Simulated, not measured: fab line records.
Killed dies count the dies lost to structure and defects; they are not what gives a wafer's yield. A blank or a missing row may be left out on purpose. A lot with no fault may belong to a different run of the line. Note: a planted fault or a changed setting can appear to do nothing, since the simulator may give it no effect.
fab line records + flow rit_cmos
record
- lots=14
- wafers=42
- last_day=7
route steps=202 shown PRETRO@70 GATE@92 PSD@150 M1@202
lots that met no fault: from a run of the same line without faults
start_h: hours from the record's first day to the start of the lot's first wafer shown + wait_h: how many hours have passed since the lot's step before this one + " same as the row above + L1.1+2: one row covering several wafers at once + - either no value or no given start + * or withheld: withheld + < > ~ a bound
route shown NAME@n: NAME is a module with steps in the file, n the number in the route of the first one + usual: the fault-free wafers' mean and standard deviation + same: alike in all rows + chamber/n: place in a boat + sites: readings site by site + _std_site: the standard deviation of these + _edge_site: inner sites' mean taken away from outer sites' mean + radius_mm: for every site, how far away it sits from the centre of the wafer + mask NAME#n: copy n + behind: the last tool/chamber to shape the wafer + hold: what put the lot on hold/how long, in hours/how the hold closed + device: whichever transistor did not switch (one of n, p or np) + end of line: the route-end tests of the same wafers + step lacking rows: just its recipe + killed: not the wafer's yield, but the dies lost to structure and defects at the first sort + map: per-die view of a wafer (x killed, . not killed, _ where there is no die)
set.NAME: the setting as run; set.NAME@STEP: as run at that earlier step + model.NAME: the simulator's own value behind a step, which no gauge read
a sample of lots followed through the steps of the route, with each step as a table and each wafer as a row
services: when a tool's chamber went out of use (start_h, in hours from the record's first day, below 0 if earlier), for how many hours, and the reason
## steps
# step RIT_PRETRO_OVL_MEAS_06
# usual
- PRETRO_OVL=-0.2/1.3
| lot.wafer | tool       | chamber | start_h | wait_h | PRETRO_OVL[nm] |
|-----------|------------|---------|---------|--------|----------------|
| L516.1    | overlay-02 | -       | 30.77   | -      | 0.6            |
| L516.3    | "          | -       | "       | "      | -1.7           |
| L516.4    | "          | -       | "       | "      | -0.2           |
| L517.2    | overlay-01 | -       | 37.80   | -      | 2.5            |
| L517.4    | "          | -       | "       | "      | 2.0            |
| L517.5    | "          | -       | "       | "      | 0.2            |
| L518.1    | overlay-01 | -       | 43.51   | -      | 0.2            |
| L518.3    | "          | -       | "       | "      | -0.4           |
| L518.6    | "          | -       | "       | "      | -0.2           |
| L519.3    | overlay-01 | -       | 48.80   | -      | 1.2            |
| L519.4    | "          | -       | "       | "      | 0.7            |
| L519.6    | "          | -       | "       | "      | -0.5           |
| L520.1    | overlay-02 | -       | 53.90   | -      | -2.4           |
| L520.4    | "          | -       | "       | "      | -0.3           |
| L520.5    | "          | -       | "       | "      | -0.2           |
| L525.1    | overlay-01 | -       | 78.41   | -      | -1.0           |
| L525.2    | "          | -       | "       | "      | 1.2            |
| L525.4    | "          | -       | "       | "      | -0.6           |
| L526.2    | overlay-01 | -       | 83.41   | -      | -1.4           |
| L526.3    | "          | -       | "       | "      | -0.3           |
| L526.4    | "          | -       | "       | "      | -2.4           |
| L530.1    | overlay-02 | -       | 101.60  | -      | 0.3            |
| L530.4    | "          | -       | "       | "      | -0.7           |
| L530.6    | "          | -       | "       | "      | -0.1           |
| L531.1    | overlay-01 | -       | 107.95  | -      | -0.3           |
| L531.3    | "          | -       | "       | "      | -0.3           |
| L531.5    | "          | -       | "       | "      | 0.0            |
| L533.1    | overlay-02 | -       | 118.85  | -      | -0.3           |
| L533.4    | "          | -       | "       | "      | -0.3           |
| L533.6    | "          | -       | "       | "      | 0.9            |
| L536.1    | overlay-01 | -       | 134.35  | -      | 0.8            |
| L536.2    | "          | -       | "       | "      | 1.8            |
| L536.5    | "          | -       | "       | "      | 1.9            |
| L537.3    | overlay-01 | -       | 140.10  | -      | 1.4            |
| L537.4    | "          | -       | "       | "      | 1.0            |
| L537.6    | "          | -       | "       | "      | 1.0            |
| L538.2    | overlay-02 | -       | 142.88  | -      | -0.8           |
| L538.3    | "          | -       | "       | "      | -0.9           |
| L538.5    | "          | -       | "       | "      | 0.4            |
| L539.2    | overlay-01 | -       | 146.56  | -      | 2.1            |
| L539.5    | "          | -       | "       | "      | 1.9            |
| L539.6    | "          | -       | "       | "      | 0.2            |
# step RIT_GATE_CD_MEAS_16
# recipe
- target_cd_nm=150
# usual
- cd_nm=150.1/2.4
| lot.wafer | tool      | chamber | start_h | wait_h | cd_nm |
|-----------|-----------|---------|---------|--------|-------|
| L516.1    | cd_sem-02 | -       | 37.90   | -      | 150.2 |
| L516.3    | "         | -       | "       | "      | 150.4 |
| L516.4    | "         | -       | "       | "      | 149.2 |
| L517.2    | cd_sem-01 | -       | 44.58   | -      | 149.3 |
| L517.4    | "         | -       | "       | "      | 150.0 |
| L517.5    | "         | -       | "       | "      | 149.3 |
| L518.1    | cd_sem-02 | -       | 48.82   | -      | 150.7 |
| L518.3    | "         | -       | "       | "      | 150.2 |
| L518.6    | "         | -       | "       | "      | 150.5 |
| L519.3    | cd_sem-02 | -       | 56.89   | -      | 148.4 |
| L519.4    | "         | -       | "       | "      | 149.9 |
| L519.6    | "         | -       | "       | "      | 148.2 |
| L520.1    | cd_sem-02 | -       | 59.11   | -      | 146.6 |
| L520.4    | "         | -       | "       | "      | 147.5 |
| L520.5    | "         | -       | "       | "      | 147.4 |
| L525.1    | cd_sem-01 | -       | 85.46   | -      | 154.0 |
| L525.2    | "         | -       | "       | "      | 151.6 |
| L525.4    | "         | -       | "       | "      | 155.6 |
| L526.2    | cd_sem-02 | -       | 89.35   | -      | 150.7 |
| L526.3    | "         | -       | "       | "      | 148.1 |
| L526.4    | "         | -       | "       | "      | 153.3 |
| L530.1    | cd_sem-02 | -       | 112.37  | -      | 153.0 |
| L530.4    | "         | -       | "       | "      | 152.3 |
| L530.6    | "         | -       | "       | "      | 153.3 |
| L531.1    | cd_sem-01 | -       | 114.02  | -      | 146.8 |
| L531.3    | "         | -       | "       | "      | 149.5 |
| L531.5    | "         | -       | "       | "      | 148.8 |
| L533.1    | cd_sem-01 | -       | 127.75  | -      | 151.7 |
| L533.4    | "         | -       | "       | "      | 150.4 |
| L533.6    | "         | -       | "       | "      | 150.0 |
| L536.1    | cd_sem-02 | -       | 142.56  | -      | 150.6 |
| L536.2    | "         | -       | "       | "      | 149.6 |
| L536.5    | "         | -       | "       | "      | 153.4 |
| L537.3    | cd_sem-02 | -       | 145.50  | -      | 147.0 |
| L537.4    | "         | -       | "       | "      | 147.0 |
| L537.6    | "         | -       | "       | "      | 147.5 |
| L538.2    | cd_sem-02 | -       | 147.99  | -      | 153.2 |
| L538.3    | "         | -       | "       | "      | 152.8 |
| L538.5    | "         | -       | "       | "      | 152.4 |
| L539.2    | cd_sem-02 | -       | 157.28  | -      | 153.2 |
| L539.5    | "         | -       | "       | "      | 150.8 |
| L539.6    | "         | -       | "       | "      | 150.1 |
# step RIT_GATE_STRIP_20
# recipe
- chemistry=O2
- time_s=180
- resist=NOVOLAK
- platen_temp_c=withheld
- power_w=500
- pressure_mtorr=4000
- o2_flow_sccm=4000
# usual
- drypump_motor_current_A=5.9/0.35
# same
- time_s=180
| lot.wafer | tool            | chamber | start_h | wait_h | drypump_motor_current_A | rf_hours_counter_h |
|-----------|-----------------|---------|---------|--------|-------------------------|--------------------|
| L516.1    | plasma_asher-03 | 1       | 38.32   | 0.1    | 5.7                     | 41                 |
| L516.3    | "               | 0       | "       | "      | 6.4                     | -                  |
| L516.4    | "               | 1       | "       | "      | 5.7                     | -                  |
| L517.2    | plasma_asher-03 | 0       | 44.97   | 0.1    | 6.4                     | 42                 |
| L517.4    | "               | 0       | "       | "      | 6.4                     | -                  |
| L517.5    | "               | 0       | "       | "      | 6.4                     | -                  |
| L518.1    | plasma_asher-03 | 0       | 49.28   | 0.1    | 6.4                     | 42                 |
| L518.3    | "               | 0       | "       | "      | 6.4                     | -                  |
| L518.6    | "               | 0       | "       | "      | 6.4                     | -                  |
| L519.3    | plasma_asher-03 | 1       | 57.33   | 0.1    | 5.7                     | -                  |
| L519.4    | "               | 0       | "       | "      | 6.4                     | -                  |
| L519.6    | "               | 1       | "       | "      | 5.7                     | -                  |
| L520.1    | plasma_asher-02 | 1       | 59.52   | 0.1    | 5.5                     | 29                 |
| L520.4    | "               | 1       | "       | "      | 5.5                     | -                  |
| L520.5    | "               | 0       | "       | "      | 5.6                     | -                  |
| L525.1    | plasma_asher-01 | 1       | 85.87   | 0.1    | 6.4                     | 41                 |
| L525.2    | "               | 0       | "       | "      | 5.8                     | 41                 |
| L525.4    | "               | 0       | "       | "      | 5.8                     | -                  |
| L526.2    | plasma_asher-02 | 0       | 89.75   | 0.1    | 5.6                     | 32                 |
| L526.3    | "               | 1       | "       | "      | 5.5                     | -                  |
| L526.4    | "               | 0       | "       | "      | 5.6                     | -                  |
| L530.1    | plasma_asher-02 | 0       | 112.79  | 0.1    | 5.6                     | 34                 |
| L530.4    | "               | 1       | "       | "      | 5.5                     | -                  |
| L530.6    | "               | 0       | "       | "      | 5.7                     | -                  |
| L531.1    | plasma_asher-01 | 1       | 114.44  | 0.1    | 6.4                     | 45                 |
| L531.3    | "               | 1       | "       | "      | 6.4                     | -                  |
| L531.5    | "               | 0       | "       | "      | 5.8                     | -                  |
| L533.1    | plasma_asher-01 | 1       | 128.17  | 0.1    | 6.4                     | 46                 |
| L533.4    | "               | 1       | "       | "      | 6.4                     | -                  |
| L533.6    | "               | 0       | "       | "      | 5.8                     | -                  |
| L536.1    | plasma_asher-02 | 0       | 142.98  | 0.1    | 5.6                     | 37                 |
| L536.2    | "               | 1       | "       | "      | 5.5                     | 37                 |
| L536.5    | "               | 0       | "       | "      | 5.6                     | -                  |
| L537.3    | plasma_asher-01 | 0       | 145.93  | 0.1    | 5.8                     | -                  |
| L537.4    | "               | 1       | "       | "      | 6.4                     | -                  |
| L537.6    | "               | 0       | "       | "      | 5.8                     | -                  |
| L538.2    | plasma_asher-02 | 0       | 148.46  | 0.1    | 5.6                     | 38                 |
| L538.3    | "               | 0       | "       | "      | 5.6                     | -                  |
| L538.5    | "               | 1       | "       | "      | 5.5                     | -                  |
| L539.2    | plasma_asher-03 | 0       | 157.67  | 0.1    | 6.4                     | 54                 |
| L539.5    | "               | 1       | "       | "      | 5.7                     | -                  |
| L539.6    | "               | 0       | "       | "      | 6.4                     | -                  |
# step RIT_PSD_IMPLANT_08
# recipe
- species=BF2
- energy_kev=27
- dose_cm2=5e+15
- tilt_deg=7
# usual
- tilt_deg=7.002/0.019
| lot.wafer | tool         | chamber | start_h | wait_h | tilt_deg |
|-----------|--------------|---------|---------|--------|----------|
| L516.1    | implanter-02 | 0       | 51.19   | 0.1    | 7.013    |
| L516.3    | "            | 0       | "       | "      | 7.001    |
| L516.4    | "            | 0       | "       | "      | 7.003    |
| L517.2    | implanter-03 | 0       | 56.75   | 0.1    | 6.986    |
| L517.4    | "            | 0       | "       | "      | 7.015    |
| L517.5    | "            | 0       | "       | "      | 7.008    |
| L518.1    | implanter-04 | 0       | 61.18   | 0.1    | 6.965    |
| L518.3    | "            | 0       | "       | "      | 6.973    |
| L518.6    | "            | 0       | "       | "      | 6.994    |
| L519.3    | implanter-04 | 0       | 68.69   | 0.1    | 6.992    |
| L519.4    | "            | 0       | "       | "      | 7.013    |
| L519.6    | "            | 0       | "       | "      | 7.006    |
| L520.1    | implanter-04 | 0       | 71.38   | 0.1    | 6.414    |
| L520.4    | "            | 0       | "       | "      | 6.432    |
| L520.5    | "            | 0       | "       | "      | 6.411    |
| L525.1    | implanter-03 | 0       | 98.50   | 0.1    | 6.994    |
| L525.2    | "            | 0       | "       | "      | 6.962    |
| L525.4    | "            | 0       | "       | "      | 6.994    |
| L526.2    | implanter-04 | 0       | 101.28  | 0.1    | 6.436    |
| L526.3    | "            | 0       | "       | "      | 6.416    |
| L526.4    | "            | 0       | "       | "      | 6.402    |
| L530.1    | implanter-03 | 0       | 124.57  | 0.1    | 6.990    |
| L530.4    | "            | 0       | "       | "      | 6.988    |
| L530.6    | "            | 0       | "       | "      | 7.002    |
| L531.1    | implanter-02 | 0       | 127.60  | 0.1    | 6.980    |
| L531.3    | "            | 0       | "       | "      | 7.004    |
| L531.5    | "            | 0       | "       | "      | 6.994    |
| L533.1    | implanter-03 | 0       | 139.61  | 0.1    | 7.059    |
| L533.4    | "            | 0       | "       | "      | 6.991    |
| L533.6    | "            | 0       | "       | "      | 7.050    |
| L536.1    | implanter-03 | 0       | 154.49  | 0.1    | 6.969    |
| L536.2    | "            | 0       | "       | "      | 7.009    |
| L536.5    | "            | 0       | "       | "      | 6.983    |
| L537.3    | implanter-03 | 0       | 157.46  | 0.1    | 6.991    |
| L537.4    | "            | 0       | "       | "      | 7.005    |
| L537.6    | "            | 0       | "       | "      | 6.982    |
| L538.2    | implanter-03 | 0       | 161.92  | 0.1    | 7.015    |
| L538.3    | "            | 0       | "       | "      | 7.003    |
| L538.5    | "            | 0       | "       | "      | 7.022    |
| L539.2    | implanter-03 | 0       | 169.29  | 0.1    | 6.971    |
| L539.5    | "            | 0       | "       | "      | 6.974    |
| L539.6    | "            | 0       | "       | "      | 6.984    |
# step RIT_M1_PROBE_99
# usual
- killed_at_M0_to_M3=0.0/0.12
- killed_at_contacts=0.1/0.25
- killed_at_front_end=6.3/2.9
- killed_dies=6.4/2.8
- killed_open=3.3/2
- killed_short=3.1/2
# same
- gross_dies=264
- killed_at_M4_up=0
- killed_at_back_side=0
- killed_at_other=0
| lot.wafer | tool      | chamber | start_h | wait_h | killed_at_M0_to_M3 | killed_at_contacts | killed_at_front_end | killed_dies | killed_open | killed_short |
|-----------|-----------|---------|---------|--------|--------------------|--------------------|---------------------|-------------|-------------|--------------|
| L516.1    | prober-01 | -       | 59.26   | 0.1    | 0                  | 0                  | 8                   | 8           | 5           | 3            |
| L516.3    | prober-01 | -       | 59.36   | 0.2    | 0                  | 0                  | 12                  | 12          | 11          | 1            |
| L516.4    | prober-01 | -       | 59.41   | 0.2    | 0                  | 0                  | 10                  | 10          | 3           | 7            |
| L517.2    | prober-01 | -       | 65.21   | 0.1    | 0                  | 0                  | 3                   | 3           | 1           | 2            |
| L517.4    | prober-01 | -       | 65.31   | 0.2    | 0                  | 0                  | 6                   | 6           | 4           | 2            |
| L517.5    | prober-01 | -       | 65.36   | 0.2    | 0                  | 0                  | 7                   | 7           | 5           | 2            |
| L518.1    | prober-01 | -       | 69.29   | 0.1    | 0                  | 1                  | 3                   | 4           | 3           | 1            |
| L518.3    | prober-01 | -       | 69.39   | 0.2    | 0                  | 0                  | 9                   | 9           | 5           | 4            |
| L518.6    | prober-01 | -       | 69.54   | 0.2    | 0                  | 0                  | 6                   | 6           | 3           | 3            |
| L519.3    | prober-02 | -       | 77.18   | 0.2    | 0                  | 0                  | 7                   | 7           | 3           | 4            |
| L519.4    | prober-02 | -       | 77.23   | 0.2    | 0                  | 0                  | 4                   | 4           | 2           | 2            |
| L519.6    | prober-02 | -       | 77.33   | 0.2    | 0                  | 0                  | 7                   | 7           | 4           | 3            |
| L520.1    | prober-01 | -       | 79.96   | 0.1    | 0                  | 0                  | 4                   | 4           | 2           | 2            |
| L520.4    | prober-01 | -       | 80.11   | 0.2    | 0                  | 0                  | 3                   | 3           | 2           | 1            |
| L520.5    | prober-01 | -       | 80.16   | 0.2    | 0                  | 0                  | 3                   | 3           | 1           | 2            |
| L525.1    | prober-02 | -       | 107.22  | 0.1    | 0                  | 0                  | 5                   | 5           | 4           | 1            |
| L525.2    | prober-02 | -       | 107.27  | 0.1    | 0                  | 0                  | 5                   | 5           | 2           | 3            |
| L525.4    | prober-02 | -       | 107.37  | 0.2    | 0                  | 0                  | 4                   | 4           | 3           | 1            |
| L526.2    | prober-02 | -       | 109.94  | 0.1    | 0                  | 0                  | 1                   | 1           | 0           | 1            |
| L526.3    | prober-02 | -       | 109.99  | 0.2    | 0                  | 0                  | 6                   | 6           | 4           | 2            |
| L526.4    | prober-02 | -       | 110.04  | 0.2    | 0                  | 0                  | 11                  | 11          | 6           | 5            |
| L530.1    | prober-02 | -       | 132.76  | 0.1    | 0                  | 0                  | 10                  | 10          | 6           | 4            |
| L530.4    | prober-02 | -       | 132.91  | 0.2    | 0                  | 0                  | 10                  | 10          | 3           | 7            |
| L530.6    | prober-02 | -       | 133.01  | 0.2    | 0                  | 0                  | 4                   | 4           | 2           | 2            |
| L531.1    | prober-01 | -       | 136.04  | 0.1    | 0                  | 0                  | 2                   | 2           | 1           | 1            |
| L531.3    | prober-01 | -       | 136.14  | 0.2    | 0                  | 1                  | 2                   | 3           | 1           | 2            |
| L531.5    | prober-01 | -       | 136.24  | 0.2    | 0                  | 0                  | 3                   | 3           | 2           | 1            |
| L533.1    | prober-01 | -       | 147.97  | 0.1    | 0                  | 1                  | 9                   | 10          | 4           | 6            |
| L533.4    | prober-01 | -       | 148.12  | 0.2    | 0                  | 0                  | 6                   | 6           | 2           | 4            |
| L533.6    | prober-01 | -       | 148.22  | 0.2    | 0                  | 0                  | 5                   | 5           | 3           | 2            |
| L536.1    | prober-02 | -       | 163.05  | 0.1    | 0                  | 0                  | 5                   | 5           | 2           | 3            |
| L536.2    | prober-02 | -       | 163.10  | 0.1    | 0                  | 0                  | 6                   | 6           | 6           | 0            |
| L536.5    | prober-02 | -       | 163.25  | 0.2    | 0                  | 0                  | 3                   | 3           | 1           | 2            |
| L537.3    | prober-01 | -       | 166.09  | 0.2    | 0                  | 0                  | 5                   | 5           | 2           | 3            |
| L537.4    | prober-01 | -       | 166.14  | 0.2    | 0                  | 0                  | 2                   | 2           | 1           | 1            |
| L537.6    | prober-01 | -       | 166.24  | 0.2    | 0                  | 0                  | 7                   | 7           | 3           | 4            |
| L538.2    | prober-02 | -       | 170.30  | 0.1    | 0                  | 0                  | 5                   | 5           | 2           | 3            |
| L538.3    | prober-02 | -       | 170.35  | 0.2    | 0                  | 0                  | 9                   | 9           | 7           | 2            |
| L538.5    | prober-02 | -       | 170.45  | 0.2    | 0                  | 0                  | 4                   | 4           | 2           | 2            |
| L539.2    | prober-01 | -       | 177.84  | 0.1    | 0                  | 0                  | 9                   | 9           | 6           | 3            |
| L539.5    | prober-01 | -       | 177.99  | 0.2    | 1                  | 0                  | 5                   | 6           | 5           | 1            |
| L539.6    | prober-01 | -       | 178.04  | 0.2    | 0                  | 0                  | 8                   | 8           | 0           | 8            |
# killed by level:class
L516.1 REOX:geometric_particle:open=3 GATE:geometric_particle:open=2 REOX:geometric_particle:short=2 GATE:geometric_particle:short=1
L516.3 GATE:geometric_particle:open=7 SPACER:geometric_particle:open=2 FOX1:geometric_particle:open=1 FOX2:geometric_particle:open=1 REOX:geometric_particle:short=1
L516.4 REOX:geometric_particle:short=3 SPACER:geometric_particle:short=3 FOX1:geometric_particle:open=1 GATE:geometric_particle:open=1 SILICIDE:geometric_particle:short=1 SILICIDE:geometric_particle:open=1
L517.2 REOX:geometric_particle:open=1 REOX:geometric_particle:short=1 SPACER:geometric_particle:short=1
L517.4 GATE:geometric_particle:open=2 GATE:geometric_particle:short=1 REOX:geometric_particle:open=1 REOX:geometric_particle:short=1 SPACER:geometric_particle:open=1
L517.5 FOX2:geometric_particle:open=3 REOX:geometric_particle:open=2 FOX1:geometric_particle:short=1 GATE:geometric_particle:short=1
L518.1 GATE:geometric_particle:open=1 GATE:geometric_particle:short=1 REOX:geometric_particle:open=1 CONTACT:geometric_particle:open=1
L518.3 REOX:geometric_particle:open=4 FOX1:geometric_particle:short=2 REOX:geometric_particle:short=2 GATE:geometric_particle:open=1
L518.6 SILICIDE:geometric_particle:open=2 FOX1:geometric_particle:short=1 GATE:geometric_particle:open=1 REOX:geometric_particle:short=1 SPACER:geometric_particle:short=1
L519.3 SILICIDE:geometric_particle:short=2 FOX2:geometric_particle:open=1 GATE:geometric_particle:short=1 GATE:geometric_particle:open=1 REOX:geometric_particle:short=1 REOX:geometric_particle:open=1
L519.4 GATE:geometric_particle:open=2 GATE:geometric_particle:short=1 REOX:geometric_particle:short=1
L519.6 REOX:geometric_particle:open=3 REOX:geometric_particle:short=2 GATE:geometric_particle:open=1 GATE:geometric_particle:short=1
L520.1 GATE:geometric_particle:short=2 REOX:geometric_particle:open=2
L520.4 GATE:geometric_particle:open=2 GATE:geometric_particle:short=1
L520.5 FOX1:geometric_particle:short=1 FOX1:geometric_particle:open=1 SPACER:geometric_particle:short=1
L525.1 GATE:geometric_particle:open=3 FOX1:geometric_particle:short=1 REOX:geometric_particle:open=1
L525.2 FOX1:geometric_particle:short=2 FOX1:geometric_particle:open=1 GATE:geometric_particle:short=1 REOX:geometric_particle:open=1
L525.4 SPACER:geometric_particle:open=2 FOX1:geometric_particle:short=1 GATE:geometric_particle:open=1
L526.2 GATE:geometric_particle:short=1
L526.3 GATE:geometric_particle:open=3 GATE:geometric_particle:short=1 SPACER:geometric_particle:open=1 SPACER:geometric_particle:short=1
L526.4 FOX1:geometric_particle:open=2 SPACER:geometric_particle:short=2 SPACER:geometric_particle:open=2 ACTIVE:geometric_particle:open=1 GATE:geometric_particle:short=1 REOX:geometric_particle:short=1 SILICIDE:geometric_particle:open=1 SILICIDE:geometric_particle:short=1
L530.1 FOX1:geometric_particle:short=2 SPACER:geometric_particle:open=2 ACTIVE:geometric_particle:short=1 FOX1:geometric_particle:open=1 FOX2:geometric_particle:open=1 GATE:geometric_particle:open=1 GATE:geometric_particle:short=1 REOX:geometric_particle:open=1
L530.4 GATE:geometric_particle:short=3 SPACER:geometric_particle:short=2 FOX1:geometric_particle:open=1 FOX2:geometric_particle:short=1 FOX2:geometric_particle:open=1 SPACER:geometric_particle:open=1 SILICIDE:geometric_particle:short=1
L530.6 GATE:geometric_particle:open=2 FOX1:geometric_particle:short=1 FOX2:geometric_particle:short=1
L531.1 GATE:geometric_particle:open=1 GATE:geometric_particle:short=1
L531.3 FOX2:geometric_particle:short=1 SPACER:geometric_particle:short=1 CONTACT:geometric_particle:open=1
L531.5 GATE:geometric_particle:open=2 GATE:geometric_particle:short=1
L533.1 REOX:geometric_particle:short=3 GATE:geometric_particle:short=2 REOX:geometric_particle:open=2 SPACER:geometric_particle:short=1 SPACER:geometric_particle:open=1 CONTACT:geometric_particle:open=1
L533.4 FOX1:geometric_particle:short=2 FOX2:geometric_particle:open=1 GATE:geometric_particle:open=1 GATE:geometric_particle:short=1 SPACER:geometric_particle:short=1
L533.6 SILICIDE:geometric_particle:short=2 FOX1:geometric_particle:open=1 GATE:geometric_particle:open=1 REOX:geometric_particle:open=1
L536.1 REOX:geometric_particle:short=3 GATE:geometric_particle:open=1 SPACER:geometric_particle:open=1
L536.2 REOX:geometric_particle:open=4 FOX1:geometric_particle:open=1 GATE:geometric_particle:open=1
L536.5 GATE:geometric_particle:open=1 GATE:geometric_particle:short=1 REOX:geometric_particle:short=1
L537.3 FOX2:geometric_particle:open=1 GATE:geometric_particle:open=1 GATE:geometric_particle:short=1 REOX:geometric_particle:short=1 SPACER:geometric_particle:short=1
L537.4 GATE:geometric_particle:short=1 SPACER:geometric_particle:open=1
L537.6 FOX1:geometric_particle:open=1 FOX2:geometric_particle:short=1 GATE:geometric_particle:open=1 GATE:geometric_particle:short=1 REOX:geometric_particle:short=1 SPACER:geometric_particle:open=1 SILICIDE:geometric_particle:short=1
L538.2 FOX1:geometric_particle:open=1 GATE:geometric_particle:short=1 REOX:geometric_particle:short=1 REOX:geometric_particle:open=1 SILICIDE:geometric_particle:short=1
L538.3 FOX1:geometric_particle:open=3 GATE:geometric_particle:open=2 FOX1:geometric_particle:short=1 REOX:geometric_particle:open=1 SPACER:geometric_particle:short=1 SILICIDE:geometric_particle:open=1
L538.5 REOX:geometric_particle:open=1 REOX:geometric_particle:short=1 SILICIDE:geometric_particle:short=1 SILICIDE:geometric_particle:open=1
L539.2 GATE:geometric_particle:open=2 GATE:geometric_particle:short=2 SPACER:geometric_particle:open=2 FOX1:geometric_particle:open=1 FOX2:geometric_particle:open=1 REOX:geometric_particle:short=1
L539.5 FOX1:geometric_particle:short=1 GATE:geometric_particle:open=1 REOX:geometric_particle:open=1 SPACER:geometric_particle:open=1 SILICIDE:geometric_particle:open=1 M1:geometric_particle:open=1
L539.6 GATE:geometric_particle:short=5 SILICIDE:geometric_particle:short=2 REOX:geometric_particle:short=1
## services
| tool            | chamber | start_h | hours | kind   |
|-----------------|---------|---------|-------|--------|
| implanter-02    | -       | 22.27   | 2.7   | repair |
| plasma_asher-03 | -       | 32.03   | 0.3   | repair |
| implanter-03    | -       | 32.28   | 19.1  | pm     |
| plasma_asher-03 | -       | 59.40   | 2.3   | repair |
| implanter-03    | -       | 66.95   | 4.5   | repair |
| implanter-02    | -       | 97.60   | 2.0   | repair |
| implanter-03    | -       | 102.65  | 3.2   | repair |
| implanter-04    | -       | 151.89  | 9.1   | repair |
| implanter-04    | -       | 160.97  | 3.7   | pm     |
| implanter-02    | -       | 161.30  | 3.4   | repair |
| implanter-02    | -       | 165.60  | 2.9   | pm     |
## key
first_sign
- step=RIT_PSD_IMPLANT_08
- reading=tilt_deg
- direction=down
- sigmas=30
- usual=7.002
- struck=6.418
effect none on later readings
met_at RIT_PSD_IMPLANT_08
struck_lots L520,L526
tester_left_out L520,L526
not_acting_at RIT_PRETRO_OVL_MEAS_06,RIT_GATE_CD_MEAS_16,RIT_GATE_STRIP_20
onset_between 68.69 71.38
fault
- kind=process_parameter_drift
- tool=implanter-04
- chamber=-
- onset_h=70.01
- steps=RIT_PSD_IMPLANT_08
- channel=tilt_deg
- offset=-0.59139
- shape=step
- end_h=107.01
- acts_in=these_recipes_only
- stated=7
# tester_left_out: of these lots the tester's yield and bins aren't shown, on N5 and GAA mostly nor the transistor test; their killed dies are dies lost to structure and defects alone, not to doping, threshold or leakage, so they don't give the yield
